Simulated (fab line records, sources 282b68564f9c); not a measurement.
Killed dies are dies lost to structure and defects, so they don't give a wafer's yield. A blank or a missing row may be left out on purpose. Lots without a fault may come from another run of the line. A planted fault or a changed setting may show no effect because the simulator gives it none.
fab line records | flow rit_cmos
record lots=5 wafers=23
route steps=202 shown ACTIVE@2 FOX2@23 NWELL@29 NRETRO@61 PRETRO@72 GATE@81 NLDD@105 M1@202
start_h: hours from the record's first day to the start of the lot's first wafer shown | wait_h: hours since the lot's step before | " the same as in the row above | L1.1+2: a row that stands for several wafers | - no value, or no start given | * or withheld: withheld | < > ~ a bound
route shown NAME@n: a module of which the file shows steps, and the number in the route of the first | usual: mean/standard deviation of fault-free wafers | same: alike in all rows | chamber/n: place in a boat | sites: the reading at each site | _std_site: their standard deviation | _edge_site: outer sites' mean less inner sites' | radius_mm: how far each site lies from the wafer's centre | mask NAME#n: copy n | behind: the tool/chamber that last shaped the wafer | hold: why the lot was held/for how many hours/how that ended | device: the transistor (n, p or np) that didn't switch | end of line: the same wafers' tests at the end of the route | a step without rows: its recipe alone | killed: dies lost to structure and defects at the first sort, not the wafer's yield | map: a wafer's dies, x killed, . not, _ none there
set.NAME: the setting as run; set.NAME@STEP: as run at that earlier step | model.NAME: the simulator's own value behind a step, which no gauge read
lots whose settings were changed on purpose; a table a step, a row a wafer
## steps
# step RIT_ACTIVE_OXIDATION_01
# recipe temp_c=1000 ambient=O2 target_thk_a=468 ox_time_s=3360
# columns lot.wafer tool chamber start_h wait_h set.temp_c model.SiO2_of_ACTIVE_OXIDATION_01.thk_nm
L075.1 furnace-01 0 15.12 0.1 1000 46.08
L075.3 " 0 " " 1000 45.81
L075.5 " 0 " " 1000 45.77
L076.2 - - - 0.1 1013 53.74
L076.3 " - " " 1013 53.73
L076.4 " - " " 1013 52.59
L076.5 " - " " 1013 53.67
L076.6 " - " " 1013 53.1
L077.1 - - - 0.1 1025 57.97
L077.3 " - " " 1025 58.07
L077.4 " - " " 1025 58.23
L077.5 " - " " 1025 58.32
L077.6 " - " " 1025 57.46
L082.1 - - - 0.2 971.2 35.06
L082.2 " - " " 971.2 35.15
L082.4 " - " " 971.2 35.12
L082.5 " - " " 971.2 36.1
L082.6 " - " " 971.2 34.85
L083.1 - - - 0.1 1028 58.84
L083.2 " - " " 1028 59.11
L083.3 " - " " 1028 59.56
L083.5 " - " " 1028 59.38
L083.6 " - " " 1028 59.18
# step RIT_ACTIVE_THK_MEAS_02
# recipe reads=SiO2_of_ACTIVE_OXIDATION_01
# usual ACTIVE_OXIDE_THK=46.0/1.1
# columns lot.wafer tool chamber start_h wait_h set.temp_c@ACTIVE_OXIDATION_01 ACTIVE_OXIDE_THK[nm]
L075.1 film_metro-04 - 17.05 0.0 1000 46.1
L075.3 " - " " 1000 45.8
L075.5 " - " " 1000 45.8
L076.2 film_metro-01 - - - 1013 53.7
L076.3 " - " " 1013 53.7
L076.4 " - " " 1013 52.6
L076.5 " - " " 1013 53.7
L076.6 " - " " 1013 53.1
L077.1 film_metro-01 - - - 1025 58.0
L077.3 " - " " 1025 58.1
L077.4 " - " " 1025 58.2
L077.5 " - " " 1025 58.3
L077.6 " - " " 1025 57.4
L082.1 film_metro-04 - - - 971.2 35.0
L082.2 " - " " 971.2 35.1
L082.4 " - " " 971.2 35.1
L082.5 " - " " 971.2 36.1
L082.6 " - " " 971.2 34.9
L083.1 film_metro-04 - - - 1028 58.9
L083.2 " - " " 1028 59.1
L083.3 " - " " 1028 59.5
L083.5 " - " " 1028 59.4
L083.6 " - " " 1028 59.1
# step RIT_ACTIVE_COAT_06
# recipe resist=NOVOLAK spin_rpm=3250 resist_thk_nm=1000
# columns lot.wafer tool chamber start_h wait_h set.spin_rpm model.NOVOLAK_of_ACTIVE_COAT_06.thk_nm
L075.1 litho_track-01 0 18.74 0.1 3250 1001
L075.3 " 0 " " 3250 997.2
L075.5 " 0 " " 3250 1000
L076.2+4 litho_track-03 0 23.77 0.1 3250 1005
L076.3 " 0 " " 3250 1003
L076.5 " 0 " " 3110 1030
L076.6 " 0 " " 3110 1027
L077.1+4 litho_track-02 0 29.45 0.1 3250 1001
L077.3 " 0 " " 3250 998
L077.5 " 0 " " 3250 997.3
L077.6 " 0 " " 3250 998.5
L082.1 litho_track-03 0 53.83 0.1 3250 1000
L082.2 " 0 " " 3250 999.3
L082.4+6 " 0 " " 3049 1034
L082.5 " 0 " " 3250 1002
L083.1 litho_track-01 0 58.74 0.1 3470 966.6
L083.2 " 0 " " 3470 964.9
L083.3 " 0 " " 3250 994.4
L083.5 " 0 " " 3470 966
L083.6 " 0 " " 3250 996.4
# step RIT_ACTIVE_SOFTBAKE_07
# recipe resist=NOVOLAK temp_c=90 time_s=60
# step RIT_ACTIVE_EXPOSE_08
# recipe mask_id=M1 na=0.6 source_shape=conventional sigma_outer=0.6 target_cd_nm=1400 dose_mj=225
# step RIT_ACTIVE_DEVELOP_10
# recipe resist=NOVOLAK develop_time_s=50 dev_temp_c=23
# step RIT_ACTIVE_HARDBAKE_12
# recipe resist=NOVOLAK temp_c=140 time_s=60
# columns lot.wafer tool chamber start_h wait_h set.spin_rpm@ACTIVE_COAT_06 model.NOVOLAK_of_ACTIVE_COAT_06.thk_nm
L075.1 litho_track-02 0 19.56 0.1 3250 884.3
L075.3 " 0 " " 3250 881.3
L075.5 " 0 " " 3250 883.9
L076.2 litho_track-02 0 24.71 0.1 3250 888.4
L076.3 " 0 " " 3250 886
L076.4 " 0 " " 3250 887.9
L076.5 " 0 " " 3110 909.7
L076.6 " 0 " " 3110 907
L077.1 litho_track-01 0 30.39 0.1 3250 884.6
L077.3 " 0 " " 3250 882.1
L077.4 " 0 " " 3250 884.3
L077.5 " 0 " " 3250 881.4
L077.6 " 0 " " 3250 882.5
L082.1 litho_track-01 0 54.83 0.1 3250 884
L082.2 " 0 " " 3250 883.2
L082.4 " 0 " " 3049 913.2
L082.5 " 0 " " 3250 885.2
L082.6 " 0 " " 3049 913.8
L083.1 litho_track-01 0 59.56 0.1 3470 854.5
L083.2 " 0 " " 3470 853
L083.3 " 0 " " 3250 878.9
L083.5 " 0 " " 3470 854.1
L083.6 " 0 " " 3250 880.6
# step RIT_ACTIVE_ETCH_13
# recipe stop_on=SiO2 chemistry=SF6 target=Si3N4 time_s=210 over_etch_frac=0.4 SF6_flow_sccm=200 pressure_mtorr=260 rf_w=125 target_depth_a=2100
# columns lot.wafer tool chamber start_h wait_h set.over_etch_frac set.temp_c@ACTIVE_OXIDATION_01 model.SiO2_of_ACTIVE_OXIDATION_01.thk_nm
L075.1 rie_diel-03 0 19.71 0.1 0.4 1000 46.08
L075.3 " 3 " " 0.4 1000 45.81
L075.5 " 2 " " 0.4 1000 45.52
L076.2 rie_diel-04 0 24.83 0.1 0.4 1013 52.86
L076.3 " 1 " " 0.4 1013 50.89
L076.4 " 3 " " 0.4 1013 52.59
L076.5 " 1 " " 0.4 1013 50.81
L076.6 " 2 " " 0.4 1013 53.1
L077.1 rie_diel-04 3 30.54 0.1 0.4 1025 57.97
L077.3 " 2 " " 0.2909 1025 58.07
L077.4 " 1 " " 0.4 1025 55.41
L077.5 " 0 " " 0.4 1025 57.45
L077.6 " 3 " " 0.2909 1025 57.46
L082.1 rie_diel-03 1 54.98 0.1 0.4 971.2 35.06
L082.2 " 3 " " 0.4 971.2 35.15
L082.4 " 2 " " 0.4 971.2 34.86
L082.5 " 2 " " 0.4 971.2 35.84
L082.6 " 1 " " 0.4 971.2 34.85
L083.1 rie_diel-02 0 59.71 0.1 0.4 1028 58.84
L083.2 " 1 " " 0.4872 1028 52.76
L083.3 " 2 " " 0.4872 1028 56.03
L083.5 " 0 " " 0.4872 1028 57.02
L083.6 " 1 " " 0.4 1028 57.3
# step RIT_FOX2_OXIDATION_00
# recipe temp_c=1100 ambient=H2O target_thk_a=3507 p_h2o_torr=720 ox_time_s=1130
# columns lot.wafer tool chamber start_h wait_h set.temp_c model.SiO2_of_FOX2_OXIDATION_00.thk_nm
L075.1 furnace-03 0 22.05 0.0 1100 351.1
L075.3 " 0 " " 1100 349
L075.5 " 0 " " 1100 350.4
L076.2 - - - 0.0 1082 328.9
L076.3 " - " " 1082 317.8
L076.4 " - " " 1082 314.8
L076.5 " - " " 1082 320
L076.6 " - " " 1082 320.9
L077.1 - - - 0.1 1116 374.6
L077.3 " - " " 1116 370.8
L077.4 " - " " 1116 371.6
L077.5 " - " " 1116 373.8
L077.6 " - " " 1116 369.8
L082.1 - - - 0.0 1100 343.2
L082.2 " - " " 1100 340
L082.4 " - " " 1100 348.2
L082.5 " - " " 1100 339.2
L082.6 " - " " 1100 339.4
L083.1 - - - 0.0 1115 360.3
L083.2 " - " " 1115 354.4
L083.3 " - " " 1115 362.1
L083.5 " - " " 1115 357
L083.6 " - " " 1115 365.7
# step RIT_FOX2_THK_MEAS_01
# recipe reads=SiO2_of_FOX2_OXIDATION_00
# usual FOX2_OXIDE_THK=348/5.7
# columns lot.wafer tool chamber start_h wait_h set.temp_c@FOX2_OXIDATION_00 FOX2_OXIDE_THK[nm]
L075.1 film_metro-02 - 23.37 0.0 1100 351
L075.3 " - " " 1100 349
L075.5 " - " " 1100 350
L076.2 film_metro-03 - - - 1082 329
L076.3 " - " " 1082 317
L076.4 " - " " 1082 315
L076.5 " - " " 1082 320
L076.6 " - " " 1082 321
L077.1 film_metro-04 - - - 1116 375
L077.3 " - " " 1116 371
L077.4 " - " " 1116 372
L077.5 " - " " 1116 374
L077.6 " - " " 1116 370
L082.1 film_metro-04 - - - 1100 343
L082.2 " - " " 1100 340
L082.4 " - " " 1100 348
L082.5 " - " " 1100 339
L082.6 " - " " 1100 340
L083.1 film_metro-03 - - - 1115 360
L083.2 " - " " 1115 354
L083.3 " - " " 1115 362
L083.5 " - " " 1115 357
L083.6 " - " " 1115 366
# step RIT_FOX2_CLEAN_02
# recipe chemistry=dHF dilution=50:1 time_s=180
# step RIT_FOX2_WET_ETCH_03
# recipe chemistry=H3PO4 target=Si3N4 target_depth_nm=195 temp_c=165 time_s=2700
# columns lot.wafer tool chamber start_h wait_h set.temp_c@ACTIVE_OXIDATION_01 model.SiO2_of_ACTIVE_OXIDATION_01.thk_nm
L075.1 wet_bench-01 0 23.49 0.0 1000 40.95
L075.3 " 0 " " 1000 40.7
L075.5 " 0 " " 1000 40.41
L076.2 wet_bench-03 1 28.56 0.0 1013 46.99
L076.3 " 1 " " 1013 45.23
L076.4 " 1 " " 1013 46.75
L076.5 " 1 " " 1013 45.18
L076.6 " 1 " " 1013 47.2
L077.1 wet_bench-04 2 34.37 0.0 1025 51.67
L077.3 " 2 " " 1025 51.78
L077.4 " 2 " " 1025 49.37
L077.5 " 2 " " 1025 51.21
L077.6 " 2 " " 1025 51.22
L082.1 wet_bench-04 3 58.74 0.0 971.2 31.17
L082.2 " 3 " " 971.2 31.26
L082.4+6 " 3 " " 971.2 31.01
L082.5 " 3 " " 971.2 31.87
L083.1 wet_bench-01 2 63.45 0.0 1028 52.39
L083.2 " 2 " " 1028 46.96
L083.3 " 2 " " 1028 49.82
L083.5 " 2 " " 1028 50.72
L083.6 " 2 " " 1028 51
# step RIT_FOX2_THK_MEAS_90
# recipe reads=SiO2_of_FOX2_OXIDATION_00
# usual FIELD_OXIDE_LEFT_1_THK=321/5.8
# columns lot.wafer tool chamber start_h wait_h set.temp_c@FOX2_OXIDATION_00 FIELD_OXIDE_LEFT_1_THK[nm]
L075.1 film_metro-04 - 24.32 0.0 1100 324
L075.3 " - " " 1100 321
L075.5 " - " " 1100 323
L076.2 film_metro-03 - 29.33 0.0 1082 301
L076.3 " - " " 1082 290
L076.4 " - " " 1082 287
L076.5 " - " " 1082 293
L076.6 " - " " 1082 293
L077.1 film_metro-03 - 35.13 0.0 1116 348
L077.3 " - " " 1116 344
L077.4 " - " " 1116 345
L077.5 " - " " 1116 347
L077.6 " - " " 1116 343
L082.1 film_metro-04 - 59.50 0.0 1100 315
L082.2 " - " " 1100 312
L082.4 " - " " 1100 321
L082.5 " - " " 1100 312
L082.6 " - " " 1100 312
L083.1 film_metro-02 - 64.27 0.0 1115 333
L083.2 " - " " 1115 327
L083.3 " - " " 1115 335
L083.5 " - " " 1115 330
L083.6 " - " " 1115 338
# step RIT_NWELL_COAT_01
# recipe resist=NOVOLAK spin_rpm=2000 resist_thk_nm=1300
# columns lot.wafer tool chamber start_h wait_h set.resist_thk_nm model.NOVOLAK_of_NWELL_COAT_01.thk_nm
L075.1+5 litho_track-04 0 24.53 0.1 1300 1298
L075.3 " 0 " " 1300 1300
L076.2 litho_track-04 0 29.56 0.1 1325 1323
L076.3 " 0 " " 1300 1303
L076.4 " 0 " " 1325 1326
L076.5 " 0 " " 1300 1300
L076.6 " 0 " " 1325 1325
L077.1 litho_track-04 0 35.34 0.1 1300 1294
L077.3 " 0 " " 1242 1236
L077.4 " 0 " " 1242 1238
L077.5+6 " 0 " " 1300 1298
L082.1+2 litho_track-02 0 59.71 0.1 1300 1301
L082.4 " 0 " " 1259 1259
L082.5 " 0 " " 1259 1258
L082.6 " 0 " " 1300 1293
L083.1 litho_track-04 0 64.48 0.1 1280 1280
L083.2+3 " 0 " " 1300 1297
L083.5 " 0 " " 1280 1277
L083.6 " 0 " " 1300 1296
# step RIT_NWELL_DEVELOP_05
# recipe resist=NOVOLAK develop_time_s=68 dev_temp_c=23
# columns lot.wafer tool chamber start_h wait_h set.develop_time_s
L075.1+3+5 litho_track-04 0 - - 68
L076.2+3+5 litho_track-02 0 - - 63.96
L076.4+6 " 0 " " 68
L077.1+5 litho_track-04 0 - - 68
L077.3+4+6 " 0 " " 59.82
L082.1+5+6 litho_track-01 0 - - 60.29
L082.2+4 " 0 " " 68
L083.1+2+3+5+6 litho_track-02 0 - - 68
# step RIT_NWELL_HARDBAKE_07
# recipe resist=NOVOLAK temp_c=140 time_s=120
# columns lot.wafer tool chamber start_h wait_h set.resist_thk_nm@NWELL_COAT_01 model.NOVOLAK_of_NWELL_COAT_01.thk_nm
L075.1+5 litho_track-02 0 25.42 0.0 1300 1135
L075.3 " 0 " " 1300 1137
L076.2 litho_track-04 0 30.34 0.1 1325 1157
L076.3 " 0 " " 1300 1139
L076.4 " 0 " " 1325 1159
L076.5 " 0 " " 1300 1137
L076.6 " 0 " " 1325 1158
L077.1 litho_track-02 0 36.10 0.0 1300 1131
L077.3 " 0 " " 1242 1082
L077.4 " 0 " " 1242 1084
L077.5+6 " 0 " " 1300 1135
L082.1+2 litho_track-02 0 60.60 0.0 1300 1138
L082.4+5 " 0 " " 1259 1101
L082.6 " 0 " " 1300 1131
L083.1 litho_track-01 0 65.25 0.0 1280 1120
L083.2 " 0 " " 1300 1135
L083.3+6 " 0 " " 1300 1134
L083.5 " 0 " " 1280 1117
# step RIT_NRETRO_IMPLANT_08
# recipe species=P energy_kev=70 dose_cm2=1e+13 tilt_deg=7
# columns lot.wafer tool chamber start_h wait_h set.dose_cm2
L075.1+3+5 implanter-04 0 34.38 0.2 1e+13
L076.2+4 implanter-03 0 39.12 0.2 1.056e+13
L076.3+5+6 " 0 " " 1e+13
L077.1+3+4+5+6 implanter-04 0 44.86 0.2 1e+13
L082.1+4 implanter-04 0 69.42 0.2 9.314e+12
L082.2+5+6 " 0 " " 1e+13
L083.1+2+3+5+6 implanter-02 0 73.92 0.2 1e+13
# step RIT_NRETRO_STRIP_09
# recipe chemistry=O2 time_s=180 resist=NOVOLAK platen_temp_c=withheld power_w=500 pressure_mtorr=4000 o2_flow_sccm=4000
# step RIT_NRETRO_TW_MEAS_10
# usual NRETRO_TW=1049/7.7
# columns lot.wafer tool chamber start_h wait_h set.dose_cm2@NRETRO_IMPLANT_08 NRETRO_TW
L075.1 film_metro-02 - 34.71 0.1 1e+13 1048
L075.3 " - " " 1e+13 1052
L075.5 " - " " 1e+13 1051
L076.2 film_metro-02 - 39.43 0.1 1.056e+13 1066
L076.3 " - " " 1e+13 1051
L076.4 " - " " 1.056e+13 1070
L076.5 " - " " 1e+13 1051
L076.6 " - " " 1e+13 1057
L077.1 film_metro-02 - 45.18 0.1 1e+13 1052
L077.3 " - " " 1e+13 1054
L077.4 " - " " 1e+13 1056
L077.5 " - " " 1e+13 1058
L077.6 " - " " 1e+13 1062
L082.1 film_metro-02 - 69.75 0.1 9.314e+12 1034
L082.2 " - " " 1e+13 1056
L082.4 " - " " 9.314e+12 1028
L082.5 " - " " 1e+13 1059
L082.6 " - " " 1e+13 1050
L083.1 film_metro-04 - 74.25 0.1 1e+13 1039
L083.2 " - " " 1e+13 1035
L083.3 " - " " 1e+13 1036
L083.5 " - " " 1e+13 1035
L083.6 " - " " 1e+13 1038
# step RIT_PRETRO_IMPLANT_08
# recipe species=B energy_kev=45 dose_cm2=1.2e+13 tilt_deg=7
# columns lot.wafer tool chamber start_h wait_h set.energy_kev model.implant.rp_nm model.implant.drp_nm
L075.1+3+5 implanter-02 0 36.06 0.2 45 144.3 55.07
L076.2+3+4 implanter-02 0 40.68 0.2 45 140.1 55.07
L076.5+6 " 0 " " 43.21 134.8 53.75
L077.1+4+5 implanter-01 0 46.53 0.2 46.49 152.7 56.14
L077.3+6 " 0 " " 45 148.1 55.07
L082.1+6 implanter-01 0 71.13 0.2 46.94 153.1 56.46
L082.2+4+5 " 0 " " 45 147.1 55.07
L083.1+2+3 implanter-02 0 75.60 0.2 45 143.9 55.07
L083.5+6 " 0 " " 43.14 138.3 53.7
# step RIT_GATE_OXIDATION_05
# recipe temp_c=900 ambient=O2 target_thk_a=30 ox_time_s=270
# columns lot.wafer tool chamber start_h wait_h set.temp_c
L075.1+3+5 furnace-03 0 37.69 0.8 900
L076.2+3+4+5+6 - - - 0.7 880.3
L077.1+3+4+5+6 - - - 0.1 916.8
L082.1+2+4+5+6 - - - 0.1 877.6
L083.1+2+3+5+6 - - - 0.3 909.9
# step RIT_GATE_DEVELOP_15
# recipe resist=NOVOLAK develop_time_s=50 dev_temp_c=23
# columns lot.wafer tool chamber start_h wait_h set.develop_time_s
L075.1+3+5 litho_track-01 0 - - 50
L076.2+3+6 litho_track-01 0 - - 50
L076.4+5 " 0 " " 55.89
L077.1+3+6 litho_track-04 0 - - 54.73
L077.4+5 " 0 " " 50
L082.1+2+6 litho_track-02 0 - - 44.89
L082.4+5 " 0 " " 50
L083.1+5+6 litho_track-02 0 - - 50
L083.2+3 " 0 " " 44.38
# step RIT_NLDD_SOFTBAKE_02
# recipe resist=NOVOLAK temp_c=90 time_s=60
# columns lot.wafer tool chamber start_h wait_h set.temp_c
L075.1+3+5 litho_track-03 0 46.84 0.1 90
L076.2+3+5 litho_track-02 0 51.92 0.1 90
L076.4+6 " 0 " " 86.77
L077.1+5 litho_track-03 0 57.46 0.1 86.61
L077.3+4+6 " 0 " " 90
L082.1+2+4+5+6 litho_track-03 0 80.70 0.1 90
L083.1+5 litho_track-02 0 85.97 0.1 90
L083.2+3+6 " 0 " " 93.47
# step RIT_NLDD_EXPOSE_03
# recipe mask_id=M7 na=0.57 target_cd_nm=40700 dose_mj=250
# step RIT_NLDD_PEB_04
# recipe resist=NOVOLAK temp_c=withheld time_s=withheld
# step RIT_NLDD_DEVELOP_05
# recipe resist=NOVOLAK develop_time_s=50 dev_temp_c=23
# columns lot.wafer tool chamber start_h wait_h set.temp_c@NLDD_SOFTBAKE_02 model.NOVOLAK_of_NLDD_COAT_01.thk_nm
L075.1 litho_track-03 0 - - 90 995.9
L075.3 " 0 " " 90 998.7
L075.5 " 0 " " 90 999.7
L076.2 litho_track-03 0 - - 90 995.5
L076.3 " 0 " " 90 996.6
L076.4 " 0 " " 86.77 1005
L076.5 " 0 " " 90 993.6
L076.6 " 0 " " 86.77 1004
L077.1 litho_track-02 0 - - 86.61 1012
L077.3 " 0 " " 90 1004
L077.4 " 0 " " 90 1005
L077.5 " 0 " " 86.61 1010
L077.6 " 0 " " 90 1002
L082.1+2 litho_track-03 0 - - 90 1003
L082.4 " 0 " " 90 1007
L082.5 " 0 " " 90 1002
L082.6 " 0 " " 90 1004
L083.1 litho_track-04 0 - - 90 1002
L083.2 " 0 " " 93.47 993.2
L083.3 " 0 " " 93.47 994.1
L083.5 " 0 " " 90 1000
L083.6 " 0 " " 93.47 989.2
# step RIT_NLDD_IMPLANT_08
# recipe species=P energy_kev=20 dose_cm2=5e+14 tilt_deg=7
# columns lot.wafer tool chamber start_h wait_h set.energy_kev model.implant.rp_nm model.implant.drp_nm
L075.1+3+5 implanter-01 0 47.70 0.1 20 27.29 12.97
L076.2+6 implanter-01 0 52.75 0.1 20 27.59 12.97
L076.3+4+5 " 0 " " 20.57 28.12 13.19
L077.1+5+6 implanter-01 0 58.21 0.1 20 28.04 12.97
L077.3+4 " 0 " " 18.83 26.92 12.51
L082.1+4+5 implanter-01 0 81.43 0.1 20 28.15 12.97
L082.2+6 " 0 " " 18.93 27.13 12.55
L083.1+2+3+5+6 implanter-03 0 86.83 0.1 20 27.75 12.97
# step RIT_M1_PROBE_99
# columns lot.wafer tool chamber start_h wait_h set.temp_c@GATE_OXIDATION_05 set.develop_time_s@GATE_DEVELOP_15 model.etest.nldd.width_nm model.etest.nmos_0p15.r_on_ohm_um model.etest.nmos_0p3.r_on_ohm_um model.etest.pldd.width_nm model.etest.pmos_0p15.r_on_ohm_um model.etest.pmos_0p3.r_on_ohm_um model.etest.pmos_turned.r_on_ohm_um
L075.1 prober-01 - 63.84 0.1 900 50 3191 1131 2185 3181 2747 6308 3389
L075.3 prober-01 - 63.94 0.2 900 50 3201 1102 2172 3184 2727 6365 3364
L075.5 prober-01 - 64.04 0.2 900 50 3187 1103 2156 3191 2773 6280 3398
L077.1 prober-01 - 73.34 0.1 916.8 54.73 2934 1104 2478 2939 2609 7296 3317
L077.3 prober-01 - 73.44 0.2 916.8 54.73 2923 1200 2498 2926 2689 7246 3399
L077.4 prober-01 - 73.49 0.2 916.8 50 2931 1323 2641 2938 3171 7757 3848
L077.5 prober-01 - 73.54 0.2 916.8 50 2952 1282 2624 2923 3101 7711 3835
L077.6 prober-01 - 73.59 0.2 916.8 54.73 2946 1147 2504 2947 2692 7365 3376
L083.1 prober-01 - 102.02 0.1 909.9 50 3022 1246 2382 3013 2913 6748 3497
L083.2 prober-01 - 102.07 0.1 909.9 44.38 3026 1372 2555 3011 3360 7306 3994
L083.3 prober-01 - 102.12 0.2 909.9 44.38 2992 1351 2538 3001 3366 7332 3963
L083.5 prober-01 - 102.22 0.2 909.9 50 3014 1262 2427 3026 2890 6754 3481
L083.6 prober-01 - 102.27 0.2 909.9 50 3020 1193 2422 3019 2811 6770 3473
# killed by level:class
L075.1 GATE:geometric_particle:open=2 GATE:geometric_particle:short=2 FOX1:geometric_particle:short=1 FOX2:geometric_particle:open=1 FOX2:geometric_particle:short=1 SILICIDE:geometric_particle:short=1 CONTACT:geometric_particle:short=1
L075.3 REOX:geometric_particle:open=3 FOX2:geometric_particle:open=2 FOX1:geometric_particle:short=1 FOX2:geometric_particle:short=1 GATE:geometric_particle:short=1
L075.5 REOX:geometric_particle:short=2 SPACER:geometric_particle:short=2 SPACER:geometric_particle:open=2 FOX1:geometric_particle:open=1 FOX2:geometric_particle:short=1 FOX2:geometric_particle:open=1 REOX:geometric_particle:open=1 CONTACT:geometric_particle:open=1
## key
split step=RIT_ACTIVE_OXIDATION_01 setting=temp_c stated=1000 by=lot
response step=RIT_ACTIVE_OXIDATION_01 reading=model.SiO2_of_ACTIVE_OXIDATION_01.thk_nm change=+4.27 per=1% r=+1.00
response step=RIT_ACTIVE_THK_MEAS_02 reading=ACTIVE_OXIDE_THK change=+4.27 per=1% r=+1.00
response step=RIT_ACTIVE_ETCH_13 reading=model.SiO2_of_ACTIVE_OXIDATION_01.thk_nm change=+3.93 per=1% r=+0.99
response step=RIT_FOX2_WET_ETCH_03 reading=model.SiO2_of_ACTIVE_OXIDATION_01.thk_nm change=+3.51 per=1% r=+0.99
split step=RIT_ACTIVE_COAT_06 setting=spin_rpm stated=3250 by=wafer
response step=RIT_ACTIVE_COAT_06 reading=model.NOVOLAK_of_ACTIVE_COAT_06.thk_nm change=-4.98 per=1% r=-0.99
response step=RIT_ACTIVE_HARDBAKE_12 reading=model.NOVOLAK_of_ACTIVE_COAT_06.thk_nm change=-4.36 per=1% r=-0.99
split step=RIT_ACTIVE_ETCH_13 setting=over_etch_frac stated=0.4 by=wafer
response none clear
split step=RIT_FOX2_OXIDATION_00 setting=temp_c stated=1100 by=lot
response step=RIT_FOX2_OXIDATION_00 reading=model.SiO2_of_FOX2_OXIDATION_00.thk_nm change=+15 per=1% r=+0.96
response step=RIT_FOX2_THK_MEAS_01 reading=FOX2_OXIDE_THK change=+15.1 per=1% r=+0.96
response step=RIT_FOX2_THK_MEAS_90 reading=FIELD_OXIDE_LEFT_1_THK change=+15.2 per=1% r=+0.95
split step=RIT_NWELL_COAT_01 setting=resist_thk_nm stated=1300 by=wafer
response step=RIT_NWELL_COAT_01 reading=model.NOVOLAK_of_NWELL_COAT_01.thk_nm change=+12.9 per=1% r=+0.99
response step=RIT_NWELL_HARDBAKE_07 reading=model.NOVOLAK_of_NWELL_COAT_01.thk_nm change=+11.1 per=1% r=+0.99
split step=RIT_NWELL_DEVELOP_05 setting=develop_time_s stated=68 by=wafer
response none clear
split step=RIT_NRETRO_IMPLANT_08 setting=dose_cm2 stated=1e+13 by=wafer
response step=RIT_NRETRO_TW_MEAS_10 reading=NRETRO_TW change=+3.18 per=1% r=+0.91
split step=RIT_PRETRO_IMPLANT_08 setting=energy_kev stated=45 by=wafer
response step=RIT_PRETRO_IMPLANT_08 reading=model.implant.rp_nm change=+1.37 per=1% r=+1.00
response step=RIT_PRETRO_IMPLANT_08 reading=model.implant.drp_nm change=+0.327 per=1% r=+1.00
split step=RIT_GATE_OXIDATION_05 setting=temp_c stated=900 by=lot
response step=RIT_M1_PROBE_99 reading=model.etest.nldd.width_nm change=-136 per=1% r=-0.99
response step=RIT_M1_PROBE_99 reading=model.etest.pldd.width_nm change=-134 per=1% r=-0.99
split step=RIT_GATE_DEVELOP_15 setting=develop_time_s stated=50 by=wafer
response step=RIT_M1_PROBE_99 reading=model.etest.pmos_0p3.r_on_ohm_um change=-48.2 per=1% r=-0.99
response step=RIT_M1_PROBE_99 reading=model.etest.nmos_0p3.r_on_ohm_um change=-13.2 per=1% r=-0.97
response step=RIT_M1_PROBE_99 reading=model.etest.pmos_turned.r_on_ohm_um change=-46.7 per=1% r=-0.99
response step=RIT_M1_PROBE_99 reading=model.etest.pmos_0p15.r_on_ohm_um change=-46.3 per=1% r=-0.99
response step=RIT_M1_PROBE_99 reading=model.etest.nmos_0p15.r_on_ohm_um change=-13.4 per=1% r=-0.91
split step=RIT_NLDD_SOFTBAKE_02 setting=temp_c stated=90 by=wafer
response step=RIT_NLDD_DEVELOP_05 reading=model.NOVOLAK_of_NLDD_COAT_01.thk_nm change=-2.33 per=1% r=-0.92
split step=RIT_NLDD_IMPLANT_08 setting=energy_kev stated=20 by=wafer
response step=RIT_NLDD_IMPLANT_08 reading=model.implant.rp_nm change=+0.191 per=1% r=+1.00
response step=RIT_NLDD_IMPLANT_08 reading=model.implant.drp_nm change=+0.079 per=1% r=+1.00
